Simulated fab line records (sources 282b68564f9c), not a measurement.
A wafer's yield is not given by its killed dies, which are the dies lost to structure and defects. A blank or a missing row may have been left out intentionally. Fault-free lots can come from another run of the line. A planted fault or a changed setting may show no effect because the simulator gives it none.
Code-filled problem report in 8D (eight disciplines) form -- flow rit cmos -- the parts of the form that need people (team, actions taken, sign-off) are left out

== 1. PROBLEM STATEMENT ==
PSD_RS at RIT_SDANNEAL_RS_MEAS_04 reads a mean of 109.69 ohm/sq on 6 wafers of 2 lots; wafers without a fault read 115.97 ohm/sq with a standard deviation of 0.28. Measured from the usual mean, that is -22 standard deviations.
The step: measures by four-point-probe.
The first sign was on wafer L961.1 at day 7 14:16, on film metro-03. The record holds 42 wafers of 14 lots with a number at this step. The rule behind "out" and "out of limits": a value lying over 4 standard deviations away from the usual mean. Any other wafer with a number is counted as sound.

== 2. WHAT IT IS, AND WHAT IT ISN'T ==
question,is,is not
which readings at this step,PSD_RS,-
which lots,"L961, L963","L944, L945, L946, L947, L949, L950, L951, L952, L953, L957, L965, L966"
which wafers of those lots,all that have a number,-
read on which gauges,"film metro-01, film metro-03",film metro-04
when,from day 7 14:16,"up to then (30 sound wafers); but 6 sound wafers of L965, L966 came after"

== 3. SUSPECTS, AND WHAT RULES EACH OUT ==
Counting: any tool at a process step up to the reading is kept as a suspect provided that every lot that is out went through it and no sound lot did after the first of them.
- the gauge at RIT_SDANNEAL_RS_MEAS_04 has been ruled out. 2 gauges (film metro-01, film metro-03) read the wafers that are out.
- implanter-04 at RIT_PSD_IMPLANT_08: kept. It processed each lot that is out, first L961 at day 7 13:28, and no sound lot thereafter; up to then, the last sound lot it processed was L957 at day 6 13:04. Its own readings are out on those wafers: beam on s, dose ions cm2.
Remaining after the count: implanter-04 at RIT_PSD_IMPLANT_08.

== 4. THE CAUSE (what the simulator had put in) ==
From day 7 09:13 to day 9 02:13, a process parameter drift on implanter-04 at RIT_PSD_IMPLANT_08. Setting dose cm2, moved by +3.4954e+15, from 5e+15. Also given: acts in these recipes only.
This tool alone remained once counting was done.

== 5. THE EFFECT CHAIN, in route order ==
Rows list readings where the struck wafers' mean (over those with a number) sits beyond 3 standard deviations from the usual. Scope: only readings with a usual standard deviation given in the record; hours: median across lots of the time from each lot's start at the first step in this table that gives one to its start at this step; sigmas: change in usual standard deviations.
hours,step,reading,usual,on struck wafers,change,sigmas
0,RIT_PSD_IMPLANT_08,beam on s,14.0 s,23.8,+9.8,+24
0,RIT_PSD_IMPLANT_08,dose ions cm2,4.999e+15,8.496e+15,+3.498e+15,+99 or more
1,RIT_SDANNEAL_RS_MEAS_04,PSD_RS,115.97 ohm/sq,109.69,-6.28,-22
It contains these process steps:
- RIT_PSD_IMPLANT_08

== 6. WHAT WOULD HAVE CAUGHT IT SOONER ==
The first out-of-limits reading at a measuring or inspecting step in this record came at day 7 14:16, 5 hours after the fault's start at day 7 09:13.
Tool's own readings at RIT_PSD_IMPLANT_08, beam on s, dose ions cm2: out on all struck wafers the step has rows for; an alarm limit on them would have tripped on the first.
Of the lots that are out (2), L963 began RIT_PSD_IMPLANT_08 on implanter-04 after day 7 14:16. A hold on the tool at that time would have spared it.
